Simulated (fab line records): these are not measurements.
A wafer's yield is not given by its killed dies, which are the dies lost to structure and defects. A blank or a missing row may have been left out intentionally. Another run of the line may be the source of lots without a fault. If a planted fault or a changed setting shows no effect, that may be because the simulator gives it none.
2 desks, one fault -- flow berkeleyCmos170 -- numbers are kept per desk, each desk with only its own; the story behind them comes last

== FROM THE METROLOGY DESK ==
What the gauges read, lot by lot, whatever tool the lot ran on: means of the sampled wafers that have a number. The brackets show how far a lot's mean lies from the usual mean; more than 4 standard deviations puts the lot out of limits, marked OUT.
Columns: A = cdNm at UCB170_V2_CD_MEAS_90, usual 699.7 nm
lot,first seen here,A
L751,day 8 08:17,698.1
L750,day 8 08:36,700.3
L754,day 8 20:17,697.5
L756,day 8 20:38,700.1
L753,day 8 20:50,701.2
L755,day 8 21:59,700.9
L759,day 9 06:44,701.6
L760,day 9 19:34,701.1
L764,day 10 12:52,699.6
L763,day 10 13:37,699.6
L766,day 10 19:29,699.8
L767,day 10 20:48,701.0
L768,day 11 13:41,700.9
L769,day 11 23:36,699.8
L770,day 12 00:55,699.6
Finding of this desk: none of the 15 lots has anything out of limits.

== DESK OF THE TOOL OWNER: rieMetal-04 ==
The tool's own readings at UCB170_M2_METAL_ETCH_18 (etches Al in Cl2/BCl3, stops on SiO2, target depth 1170 nm, time 195 s): means of the sampled wafers that have a number, for each lot that ran on this tool. The brackets show how far a lot's mean lies from the usual mean; more than 4 standard deviations puts the lot out of limits, marked OUT.
Columns: A = drypumpMotorCurrentA at UCB170_M2_METAL_ETCH_18, usual 5.6 A; B = heBacksideLeakSccm at UCB170_M2_METAL_ETCH_18, usual 3.40 sccm; C = oesProductAu at UCB170_M2_METAL_ETCH_18, usual 0.857 a.u.; D = throttleValvePct at UCB170_M2_METAL_ETCH_18, usual 24.48 %
lot,first seen here,A,B,C,D
L750,day 8 05:20,5.3,3.41,0.875,24.50
L753,day 8 17:42,5.2,3.57,0.852,24.44
L755,day 8 18:46,5.3,3.46,0.876,24.49
L759,day 9 03:53,5.2,3.47,0.880,24.44
L760,day 9 16:32,5.1,3.54,0.875,24.38
L763,day 10 09:52,5.2,3.32,0.880,24.43
Finding of this desk: none of the 6 lots has anything out of limits.

== ALL TOGETHER ==
The metrology desk saw nothing out of limits.
The desk of the tool owner found nothing out of limits.

== WHAT THE SIMULATOR HAD PUT IN ==
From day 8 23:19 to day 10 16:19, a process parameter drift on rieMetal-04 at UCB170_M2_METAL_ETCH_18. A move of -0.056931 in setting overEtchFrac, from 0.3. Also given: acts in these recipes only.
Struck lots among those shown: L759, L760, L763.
